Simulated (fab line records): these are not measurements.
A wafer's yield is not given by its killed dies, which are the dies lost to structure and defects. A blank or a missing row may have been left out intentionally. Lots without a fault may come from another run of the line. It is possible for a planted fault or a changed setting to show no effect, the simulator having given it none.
Which tool did it? || flow berkeley cmos170 || 15 lots with 45 wafers sampled at 6 steps, on a route of 331 steps

## WHAT THE GAUGES READ, wafer by wafer
UCB170_SILICIDE_THK_MEAS_03: measures by xrf.
{"lot": "L164", "measured": "day 7 19:44", "on": "film metro-03", "SILICIDE_TI_THK (nm)": "30.1 29.9 30.1"}
{"lot": "L165", "measured": "day 8 06:31", "on": "film metro-03", "SILICIDE_TI_THK (nm)": "29.2 28.9 29.4"}
{"lot": "L166", "measured": "day 8 06:31", "on": "film metro-01", "SILICIDE_TI_THK (nm)": "29.3 29.5 29.4"}
{"lot": "L168", "measured": "day 8 22:07", "on": "film metro-03", "SILICIDE_TI_THK (nm)": "29.7 29.1 29.8"}
{"lot": "L169", "measured": "day 8 22:24", "on": "film metro-03", "SILICIDE_TI_THK (nm)": "29.5 29.6 29.7"}
{"lot": "L171", "measured": "day 9 05:18", "on": "film metro-03", "SILICIDE_TI_THK (nm)": "29.4 28.8 29.6"}
{"lot": "L170", "measured": "day 9 05:31", "on": "film metro-01", "SILICIDE_TI_THK (nm)": "29.3 29.2 29.0"}
{"lot": "L174", "measured": "day 10 08:54", "on": "film metro-03", "SILICIDE_TI_THK (nm)": "28.9 29.2 29.3"}
{"lot": "L175", "measured": "day 10 09:08", "on": "film metro-01", "SILICIDE_TI_THK (nm)": "29.3 29.3 29.2"}
{"lot": "L173", "measured": "day 10 09:23", "on": "film metro-02", "SILICIDE_TI_THK (nm)": "29.7 29.4 29.2"}
{"lot": "L176", "measured": "day 10 18:14", "on": "film metro-02", "SILICIDE_TI_THK (nm)": "29.4 29.3 29.6"}
{"lot": "L179", "measured": "day 11 08:55", "on": "film metro-01", "SILICIDE_TI_THK (nm)": "29.3 29.8 29.5"}
{"lot": "L180", "measured": "day 11 09:05", "on": "film metro-03", "SILICIDE_TI_THK (nm)": "29.7 29.8 29.6"}
{"lot": "L181", "measured": "day 11 16:20", "on": "film metro-03", "SILICIDE_TI_THK (nm)": "29.1 29.7 29.7"}
{"lot": "L182", "measured": "day 11 17:05", "on": "film metro-02", "SILICIDE_TI_THK (nm)": "29.6 29.7 29.8"}

UCB170_V1_BOW_MEAS_03.
{"lot": "L164", "measured": "day 8 06:13", "on": "film metro-02", "V1_BOW (um)": "14 15 10"}
{"lot": "L165", "measured": "day 8 16:29", "on": "film metro-03", "V1_BOW (um)": "15 19 16"}
{"lot": "L166", "measured": "day 8 15:07", "on": "film metro-03", "V1_BOW (um)": "24 10 21"}
{"lot": "L168", "measured": "day 9 06:22", "on": "film metro-04", "V1_BOW (um)": "26 26 17"}
{"lot": "L169", "measured": "day 9 07:43", "on": "film metro-04", "V1_BOW (um)": "21 5 24"}
{"lot": "L171", "measured": "day 9 13:20", "on": "film metro-04", "V1_BOW (um)": "10 21 24"}
{"lot": "L170", "measured": "day 9 14:41", "on": "film metro-03", "V1_BOW (um)": "25 12 20"}
{"lot": "L174", "measured": "day 10 17:59", "on": "film metro-04", "V1_BOW (um)": "15 24 13"}
{"lot": "L175", "measured": "day 10 20:37", "on": "film metro-04", "V1_BOW (um)": "20 18 24"}
{"lot": "L173", "measured": "day 10 19:18", "on": "film metro-03", "V1_BOW (um)": "15 13 18"}
{"lot": "L176", "measured": "day 11 05:32", "on": "film metro-03", "V1_BOW (um)": "6 30 15"}
{"lot": "L179", "measured": "day 11 19:26", "on": "film metro-03", "V1_BOW (um)": "8 7 22"}
{"lot": "L180", "measured": "day 11 20:46", "on": "film metro-02", "V1_BOW (um)": "10 15 23"}
{"lot": "L181", "measured": "day 12 01:24", "on": "film metro-02", "V1_BOW (um)": "11 16 27"}
{"lot": "L182", "measured": "day 12 04:06", "on": "film metro-03", "V1_BOW (um)": "27 21 14"}

UCB170_M2_RS_MEAS_02: measures by four-point-probe.
{"lot": "L164", "measured": "day 8 08:08", "on": "film metro-02", "M2_AL_RS (ohm/sq)": "0.0324 0.0322 0.0322"}
{"lot": "L165", "measured": "day 8 18:49", "on": "film metro-01", "M2_AL_RS (ohm/sq)": "0.0322 0.0324 0.0325"}
{"lot": "L166", "measured": "day 8 17:08", "on": "film metro-01", "M2_AL_RS (ohm/sq)": "0.0315 0.0322 0.0320"}
{"lot": "L168", "measured": "day 9 10:04", "on": "film metro-02", "M2_AL_RS (ohm/sq)": "0.0327 0.0328 0.0327"}
{"lot": "L169", "measured": "day 9 10:11", "on": "film metro-03", "M2_AL_RS (ohm/sq)": "0.0321 0.0322 0.0326"}
{"lot": "L171", "measured": "day 9 18:50", "on": "film metro-03", "M2_AL_RS (ohm/sq)": "0.0324 0.0327 0.0327"}
{"lot": "L170", "measured": "day 9 19:10", "on": "film metro-01", "M2_AL_RS (ohm/sq)": "0.0319 0.0312 0.0315"}
{"lot": "L174", "measured": "day 10 19:53", "on": "film metro-03", "M2_AL_RS (ohm/sq)": "0.0320 0.0318 0.0317"}
{"lot": "L175", "measured": "day 10 22:38", "on": "film metro-02", "M2_AL_RS (ohm/sq)": "0.0323 0.0328 0.0322"}
{"lot": "L173", "measured": "day 10 21:15", "on": "film metro-01", "M2_AL_RS (ohm/sq)": "0.0324 0.0323 0.0321"}
{"lot": "L176", "measured": "day 11 08:25", "on": "film metro-03", "M2_AL_RS (ohm/sq)": "0.0324 0.0321 0.0323"}
{"lot": "L179", "measured": "day 11 21:46", "on": "film metro-01", "M2_AL_RS (ohm/sq)": "0.0322 0.0321 0.0321"}
{"lot": "L180", "measured": "day 11 22:53", "on": "film metro-02", "M2_AL_RS (ohm/sq)": "0.0353 0.0361 0.0358"}
{"lot": "L181", "measured": "day 12 03:23", "on": "film metro-03", "M2_AL_RS (ohm/sq)": "0.0353 0.0348 0.0351"}
{"lot": "L182", "measured": "day 12 08:56", "on": "film metro-03", "M2_AL_RS (ohm/sq)": "0.0353 0.0354 0.0352"}

UCB170_M2_THK_MEAS_03: measures by xrf.
{"lot": "L164", "measured": "day 8 08:14", "on": "film metro-02", "M2_AL_THK (nm)": "863 865 869"}
{"lot": "L165", "measured": "day 8 18:55", "on": "film metro-01", "M2_AL_THK (nm)": "865 861 854"}
{"lot": "L166", "measured": "day 8 17:16", "on": "film metro-01", "M2_AL_THK (nm)": "883 868 867"}
{"lot": "L168", "measured": "day 9 10:11", "on": "film metro-02", "M2_AL_THK (nm)": "857 851 855"}
{"lot": "L169", "measured": "day 9 10:18", "on": "film metro-03", "M2_AL_THK (nm)": "875 875 869"}
{"lot": "L171", "measured": "day 9 18:57", "on": "film metro-03", "M2_AL_THK (nm)": "873 865 861"}
{"lot": "L170", "measured": "day 9 19:17", "on": "film metro-01", "M2_AL_THK (nm)": "870 894 886"}
{"lot": "L174", "measured": "day 10 20:00", "on": "film metro-03", "M2_AL_THK (nm)": "878 880 886"}
{"lot": "L175", "measured": "day 10 22:46", "on": "film metro-02", "M2_AL_THK (nm)": "875 856 870"}
{"lot": "L173", "measured": "day 10 21:22", "on": "film metro-01", "M2_AL_THK (nm)": "860 862 867"}
{"lot": "L176", "measured": "day 11 08:32", "on": "film metro-03", "M2_AL_THK (nm)": "866 874 873"}
{"lot": "L179", "measured": "day 11 21:53", "on": "film metro-01", "M2_AL_THK (nm)": "868 873 871"}
{"lot": "L180", "measured": "day 11 23:00", "on": "film metro-02", "M2_AL_THK (nm)": "807 788 799"}
{"lot": "L181", "measured": "day 12 03:30", "on": "film metro-03", "M2_AL_THK (nm)": "808 818 814"}
{"lot": "L182", "measured": "day 12 09:02", "on": "film metro-03", "M2_AL_THK (nm)": "811 807 816"}

UCB170_M2_OVL_MEAS_16.
{"lot": "L164", "measured": "day 8 10:19", "on": "overlay-02", "M2_OVL (nm)": "8 -2 6"}
{"lot": "L165", "measured": "day 8 21:07", "on": "overlay-02", "M2_OVL (nm)": "4 10 -4"}
{"lot": "L166", "measured": "day 8 19:08", "on": "overlay-01", "M2_OVL (nm)": "-1 3 -2"}
{"lot": "L168", "measured": "day 9 12:34", "on": "overlay-02", "M2_OVL (nm)": "5 17 5"}
{"lot": "L169", "measured": "day 9 12:47", "on": "overlay-01", "M2_OVL (nm)": "2 3 5"}
{"lot": "L171", "measured": "day 9 22:12", "on": "overlay-02", "M2_OVL (nm)": "-3 1 2"}
{"lot": "L170", "measured": "day 10 00:50", "on": "overlay-01", "M2_OVL (nm)": "8 1 3"}
{"lot": "L174", "measured": "day 10 22:25", "on": "overlay-01", "M2_OVL (nm)": "4 4 -4"}
{"lot": "L175", "measured": "day 11 01:22", "on": "overlay-02", "M2_OVL (nm)": "6 8 6"}
{"lot": "L173", "measured": "day 11 00:17", "on": "overlay-01", "M2_OVL (nm)": "5 5 3"}
{"lot": "L176", "measured": "day 11 10:45", "on": "overlay-01", "M2_OVL (nm)": "3 2 4"}
{"lot": "L179", "measured": "day 11 23:55", "on": "overlay-01", "M2_OVL (nm)": "-2 1 9"}
{"lot": "L180", "measured": "day 12 00:45", "on": "overlay-02", "M2_OVL (nm)": "-12 -8 -3"}
{"lot": "L181", "measured": "day 12 08:52", "on": "overlay-01", "M2_OVL (nm)": "4 4 4"}
{"lot": "L182", "measured": "day 12 12:43", "on": "overlay-02", "M2_OVL (nm)": "2 1 6"}

## WHICH TOOL RAN EACH LOT (tool, then ch and the chambers of the sampled wafers, then the start)
{"lot": "L164", "UCB170_M2_SPUTTER_01": "pvd sputter-03, day 8 08:01"}
{"lot": "L165", "UCB170_M2_SPUTTER_01": "pvd sputter-04, day 8 18:41"}
{"lot": "L166", "UCB170_M2_SPUTTER_01": "pvd sputter-03, day 8 17:04"}
{"lot": "L168", "UCB170_M2_SPUTTER_01": "pvd sputter-04, day 9 09:59"}
{"lot": "L169", "UCB170_M2_SPUTTER_01": "pvd sputter-03, day 9 10:06"}
{"lot": "L171", "UCB170_M2_SPUTTER_01": "pvd sputter-04, day 9 18:45"}
{"lot": "L170", "UCB170_M2_SPUTTER_01": "pvd sputter-03, day 9 19:05"}
{"lot": "L174", "UCB170_M2_SPUTTER_01": "pvd sputter-04, day 10 19:47"}
{"lot": "L175", "UCB170_M2_SPUTTER_01": "pvd sputter-03, day 10 22:34"}
{"lot": "L173", "UCB170_M2_SPUTTER_01": "pvd sputter-02, day 10 21:09"}
{"lot": "L176", "UCB170_M2_SPUTTER_01": "pvd sputter-04, day 11 08:20"}
{"lot": "L179", "UCB170_M2_SPUTTER_01": "pvd sputter-04, day 11 21:40"}
{"lot": "L180", "UCB170_M2_SPUTTER_01": "pvd sputter-03, day 11 22:48"}
{"lot": "L181", "UCB170_M2_SPUTTER_01": "pvd sputter-03, day 12 03:17"}
{"lot": "L182", "UCB170_M2_SPUTTER_01": "pvd sputter-03, day 12 08:49"}
- UCB170_M2_SPUTTER_01: material Al, target thk 900 nm, time 120 s.

## AS READ BY THE TOOLS THEMSELVES (means over the sampled wafers that have a number; for cases with no such wafer, the mark the record gives instead)
UCB170_M2_SPUTTER_01.
{"lot": "L164", "tool": "pvd sputter-03", "throttle valve pct (%)": 30.4}
{"lot": "L165", "tool": "pvd sputter-04", "throttle valve pct (%)": 29.9}
{"lot": "L166", "tool": "pvd sputter-03", "throttle valve pct (%)": 29.5}
{"lot": "L168", "tool": "pvd sputter-04", "throttle valve pct (%)": 29.9}
{"lot": "L169", "tool": "pvd sputter-03", "throttle valve pct (%)": 30.6}
{"lot": "L171", "tool": "pvd sputter-04", "throttle valve pct (%)": 28.6}
{"lot": "L170", "tool": "pvd sputter-03", "throttle valve pct (%)": 29.5}
{"lot": "L174", "tool": "pvd sputter-04", "throttle valve pct (%)": 30.0}
{"lot": "L175", "tool": "pvd sputter-03", "throttle valve pct (%)": 30.5}
{"lot": "L173", "tool": "pvd sputter-02", "throttle valve pct (%)": 31.5}
{"lot": "L176", "tool": "pvd sputter-04", "throttle valve pct (%)": 29.3}
{"lot": "L179", "tool": "pvd sputter-04", "throttle valve pct (%)": 30.6}
{"lot": "L180", "tool": "pvd sputter-03", "throttle valve pct (%)": 29.7}
{"lot": "L181", "tool": "pvd sputter-03", "throttle valve pct (%)": 30.6}
{"lot": "L182", "tool": "pvd sputter-03", "throttle valve pct (%)": 30.5}

## THE ANSWER, worked out from the rows above alone
Rule: usual is defined by the lots themselves. Put in order of their means at a reading, lots are off if they are a third of the lots or fewer, leave a main group of 4 or more, and stand apart from it by a gap of 3 or more times the standard deviation of the main group's means; of several such gaps the widest counts. A main group is skipped when, at the precision printed for the reading in the tables above, its means are all equal. A lot without any number at a reading at which 4 lots or more have one is off too. Where the step has rows for the other lots, those lots are counted as sound. Order of review: gauges by route order, followed by the tools' own readings, for which a lot's mean as printed above is used. The first step at which some lot is off is used, and at that step the reading that is off furthest; a lot without a number counts as furthest.
Off: L180, L181, L182, seen at UCB170_M2_RS_MEAS_02 (M2_AL_RS). Main group: mean 0.0322 ohm/sq, sd 0.00032.
If a tool, at a process step before that reading, ran all the lots that are off and no sound lot after the first of them, it fits. Those tools and the gauges at UCB170_M2_RS_MEAS_02 are tried in the same way. One fits: UCB170_M2_SPUTTER_01 on pvd sputter-03. A fault onset in the window from L175 (day 10 22:34, its last sound lot) to L180 (day 11 22:48, its first lot off) fits.

## WHAT THE SIMULATOR HAD INSERTED
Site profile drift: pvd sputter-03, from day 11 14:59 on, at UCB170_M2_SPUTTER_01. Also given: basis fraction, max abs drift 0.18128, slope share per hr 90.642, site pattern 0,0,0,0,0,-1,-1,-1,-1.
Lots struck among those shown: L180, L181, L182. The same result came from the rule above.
